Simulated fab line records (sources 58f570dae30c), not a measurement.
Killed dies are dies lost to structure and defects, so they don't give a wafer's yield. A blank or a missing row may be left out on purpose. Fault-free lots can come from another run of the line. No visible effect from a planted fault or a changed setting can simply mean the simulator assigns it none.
Chamber matching ; flow berkeleyCmos170 ; rieDiel-01 running UCB170_CONTACT_ETCH_17: 4 sister chambers
The step etches BARC in N2/H2. 16 wafers are shown with their chamber, then 7 later ones without.

== WAFERS PAIRED WITH THEIR CHAMBERS ==
wafer;chamber;throttleValvePct (%);drypumpMotorCurrentA (A);oesProductAu (a.u.)
L229.2;2;13.38;6.1;1.002
L229.3;0;13.33;5.5;0.982
L229.4;3;13.41;6.4;0.995
L234.1;1;13.60;5.8;1.006
L234.4;3;13.43;6.4;0.998
L234.5;0;13.34;5.5;0.984
L241.1;3;13.42;6.4;0.998
L241.2;1;13.62;5.7;1.023
L241.6;0;13.35;5.5;0.992
L238.4;3;13.43;6.4;0.990
L238.5;2;13.37;6.0;0.999
L243.2;1;13.60;5.8;1.005
L243.3;0;13.35;5.6;0.989
L243.5;3;13.42;6.4;0.991
L245.2;3;13.42;6.4;0.976
L245.3;2;13.36;6.0;0.985

SIGNATURES (averages over the wafers above)
reading;chamber 0;chamber 1;chamber 2;chamber 3;scatter within a chamber
throttleValvePct;13.3425;13.6067;13.3700;13.4217;0.00924
drypumpMotorCurrentA;5.525;5.767;6.033;6.400;0.0417
oesProductAu;0.98675;1.01133;0.99533;0.99133;0.00802
Rule: a wafer lies at a distance from a chamber equal to the root of the sum of squares, over the readings, of (its reading less the chamber's mean, divided by the reading's scatter). The wafer belongs to the nearest chamber; if the next one is less than 2 further off, it can't be placed. The scatter: the root of (the sum of the squares of (reading less its chamber's mean) over the shown wafers, divided by (wafers less chambers)).

== WAFERS WHOSE CHAMBER IS MISSING ==
wafer;throttleValvePct (%);drypumpMotorCurrentA (A);oesProductAu (a.u.)
L245.4;13.36;5.5;0.974
L247.1;13.37;5.5;0.979
L247.3;13.42;6.4;0.981
L247.5;13.42;6.4;0.991
L251.2;13.61;5.7;1.003
L251.5;13.41;6.4;0.992
L251.6;13.35;6.0;0.997

== WHICH CHAMBER EACH WENT THROUGH ==
wafer;from the rows above;in truth
L245.4;0;0
L247.1;0;0
L247.3;3;3
L247.5;3;3
L251.2;1;1
L251.5;3;3
L251.6;2;2
Correctly placed: 7 of 7. Number that these rows cannot place: 0. Number placed wrongly: 0.
